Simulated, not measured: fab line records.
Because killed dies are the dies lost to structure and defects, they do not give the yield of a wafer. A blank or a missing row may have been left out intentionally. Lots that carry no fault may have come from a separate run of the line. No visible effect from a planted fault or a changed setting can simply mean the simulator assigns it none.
Matching of chambers || flow rit-cmos || rie-si-01 running RIT_GATE_ETCH_19: 4 sister chambers
The step etches poly-Si in SF6/CHF3/O2, stops on SiO2, time 165 s, target depth 312.5 nm. 8 wafers are shown with their chamber, then 7 later ones without.

## WAFERS, EACH WITH ITS CHAMBER
{"wafer": "L679.4", "chamber": 1, "throttle-valve-pct (%)": 10.34, "drypump-motor-current-A (A)": 5.3}
{"wafer": "L679.6", "chamber": 3, "throttle-valve-pct (%)": 10.34, "drypump-motor-current-A (A)": 6.4}
{"wafer": "L683.1", "chamber": 1, "throttle-valve-pct (%)": 10.33, "drypump-motor-current-A (A)": 5.3}
{"wafer": "L683.2", "chamber": 3, "throttle-valve-pct (%)": 10.35, "drypump-motor-current-A (A)": 6.5}
{"wafer": "L683.4", "chamber": 0, "throttle-valve-pct (%)": 10.53, "drypump-motor-current-A (A)": 5.7}
{"wafer": "L685.3", "chamber": 0, "throttle-valve-pct (%)": 10.52, "drypump-motor-current-A (A)": 5.7}
{"wafer": "L689.3", "chamber": 2, "throttle-valve-pct (%)": 9.97, "drypump-motor-current-A (A)": 5.8}
{"wafer": "L689.5", "chamber": 2, "throttle-valve-pct (%)": 9.96, "drypump-motor-current-A (A)": 5.9}

## WAFERS MISSING THEIR CHAMBER
{"wafer": "L689.6", "throttle-valve-pct (%)": 10.34, "drypump-motor-current-A (A)": 5.2}
{"wafer": "L695.2", "throttle-valve-pct (%)": 9.96, "drypump-motor-current-A (A)": 5.9}
{"wafer": "L695.3", "throttle-valve-pct (%)": 10.34, "drypump-motor-current-A (A)": 6.5}
{"wafer": "L695.5", "throttle-valve-pct (%)": 10.34, "drypump-motor-current-A (A)": 6.5}
{"wafer": "L697.3", "throttle-valve-pct (%)": 10.32, "drypump-motor-current-A (A)": 5.2}
{"wafer": "L697.4", "throttle-valve-pct (%)": 10.34, "drypump-motor-current-A (A)": 6.5}
{"wafer": "L697.5", "throttle-valve-pct (%)": 10.52, "drypump-motor-current-A (A)": 5.7}

## THE CHAMBER EACH PASSED THROUGH
{"wafer": "L689.6", "from the rows above": 1, "in truth": 1}
{"wafer": "L695.2", "from the rows above": 2, "in truth": 2}
{"wafer": "L695.3", "from the rows above": 3, "in truth": 3}
{"wafer": "L695.5", "from the rows above": 3, "in truth": 3}
{"wafer": "L697.3", "from the rows above": 1, "in truth": 1}
{"wafer": "L697.4", "from the rows above": 3, "in truth": 3}
{"wafer": "L697.5", "from the rows above": 0, "in truth": 0}
Correct placement for 7 of the 7. Not placeable from these rows: 0. Wrongly placed: 0.
How it was worked out, from the rows above alone: a wafer's distance from a chamber is the root of the sum, over the readings, of the square of ((its reading less the chamber's mean) divided by the reading's scatter). If the next closest chamber is less than 2 further off than the closest, the wafer can't be placed; otherwise it belongs to the closest. A chamber's mean is the mean of its shown wafers. The scatter is the square root of a quotient: the sum, over the shown wafers, of each reading's squared deviation from its chamber's mean, divided by wafers minus chambers.
